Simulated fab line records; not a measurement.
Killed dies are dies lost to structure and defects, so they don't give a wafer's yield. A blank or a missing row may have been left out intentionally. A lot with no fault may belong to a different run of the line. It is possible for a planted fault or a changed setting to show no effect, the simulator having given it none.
Split-lot trial + flow berkeleyCmos170 + 23 wafers read across 5 lots, on a route 331 steps long

## SPLIT DETAILS
At UCB170_ZERO_COAT_01 (resist thk 900 nm), the setting spinRpm was moved away from the recipe's 1500 rpm on 7 of the 23 wafers read, by -7.0% to +1.9%. The other wafers ran this setting at the recipe's value.

The reading comes from the split's own step.

## THE READING
KrF_of_ZERO_COAT_01.thkNm (the simulator's own value, which no gauge read), in nm, at UCB170_ZERO_COAT_01 (resist thk 900 nm). The file gives no usual value for it. Average 900.1 nm, standard deviation 2.6 nm, over the 16 wafers here run with the recipe.

| wafer  | tool, chamber at the split | spinRpm as run, rpm | against the recipe | KrF_of_ZERO_COAT_01.thkNm, nm | against lot-mates on the recipe |
|--------|----------------------------|---------------------|--------------------|-------------------------------|---------------------------------|
| L074.1 | lithoTrack-01, 0           | 1500                | recipe             | 903.7                         | -                               |
| L074.5 | lithoTrack-01, 0           | 1500                | recipe             | 903.7                         | -                               |
| L074.2 | lithoTrack-01, 0           | 1500                | recipe             | 903                           | -                               |
| L074.4 | lithoTrack-01, 0           | 1500                | recipe             | 902.6                         | -                               |
| L074.6 | lithoTrack-01, 0           | 1500                | recipe             | 903.4                         | -                               |
| L075.1 | lithoTrack-02, 0           | 1500                | recipe             | 895.3                         | -                               |
| L075.2 | lithoTrack-02, 0           | 1528                | +1.9%              | 889                           | -9.1                            |
| L075.4 | lithoTrack-02, 0           | 1500                | recipe             | 902                           | -                               |
| L075.5 | lithoTrack-02, 0           | 1500                | recipe             | 897                           | -                               |
| L075.6 | lithoTrack-02, 0           | 1528                | +1.9%              | 889.5                         | -8.6                            |
| L076.1 | lithoTrack-01, 0           | 1500                | recipe             | 899.9                         | -                               |
| L076.2 | lithoTrack-01, 0           | 1500                | recipe             | 898.5                         | -                               |
| L076.3 | lithoTrack-01, 0           | 1500                | recipe             | 897.7                         | -                               |
| L076.4 | lithoTrack-01, 0           | 1395                | -7.0%              | 933.4                         | +34.7                           |
| L076.6 | lithoTrack-01, 0           | 1395                | -7.0%              | 937.3                         | +38.6                           |
| L077.2 | lithoTrack-03, 0           | 1500                | recipe             | 900.2                         | -                               |
| L077.6 | lithoTrack-03, 0           | 1500                | recipe             | 900.2                         | -                               |
| L077.4 | lithoTrack-03, 0           | 1500                | recipe             | 898.2                         | -                               |
| L078.2 | lithoTrack-02, 0           | 1500                | recipe             | 898.5                         | -                               |
| L078.3 | lithoTrack-02, 0           | 1500                | recipe             | 898.3                         | -                               |
| L078.4 | lithoTrack-02, 0           | 1469                | -2.1%              | 910.1                         | +11.7                           |
| L078.5 | lithoTrack-02, 0           | 1469                | -2.1%              | 907                           | +8.6                            |
| L078.6 | lithoTrack-02, 0           | 1469                | -2.1%              | 911                           | +12.6                           |

THE FIT
A straight line over all 23 wafers: KrF_of_ZERO_COAT_01.thkNm changes by -5.06 nm for each +1% of spinRpm; r = -0.98; the points scatter about the line by 2.5 nm.
The same after taking each lot's own level away (the mean of its wafers on the recipe; 23 wafers): -5.2 nm for each +1%; r = -0.99; scatter 1.5 nm.
That fit puts the effect of the largest move of spinRpm on the reading at 36 nm.
The span of the lots' own levels, 898.10 to 903.28 nm, comes to 2.0 times the standard deviation stated above.
So the lot-to-lot level changes the slope little: the two slopes agree.
Check: for one of the wafers moved furthest among these (-7.0%), held out of the fit, the line's prediction against its lot-mates is +37.8 nm. Against them it came out at +34.7 nm.

## THE WHOLE CHAIN: every reading that the file lists as answering this split, in the file's order
| step                 | what it does      | reading                                                                    | change (the file's fit)              | r (the file's) |
|----------------------|-------------------|----------------------------------------------------------------------------|--------------------------------------|----------------|
| UCB170_ZERO_COAT_01  | resist thk 900 nm | KrF_of_ZERO_COAT_01.thkNm (the simulator's own value, which no gauge read) | -5.21 nm for each +1% of the setting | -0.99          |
| UCB170_ZERO_STRIP_07 | strips in O2      | stripTimeToEndpointS                                                       | withheld for each +1% of the setting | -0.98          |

## THE FILE'S OWN FIT
KrF_of_ZERO_COAT_01.thkNm changes by -5.21 nm for each +1% of spinRpm, r = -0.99.
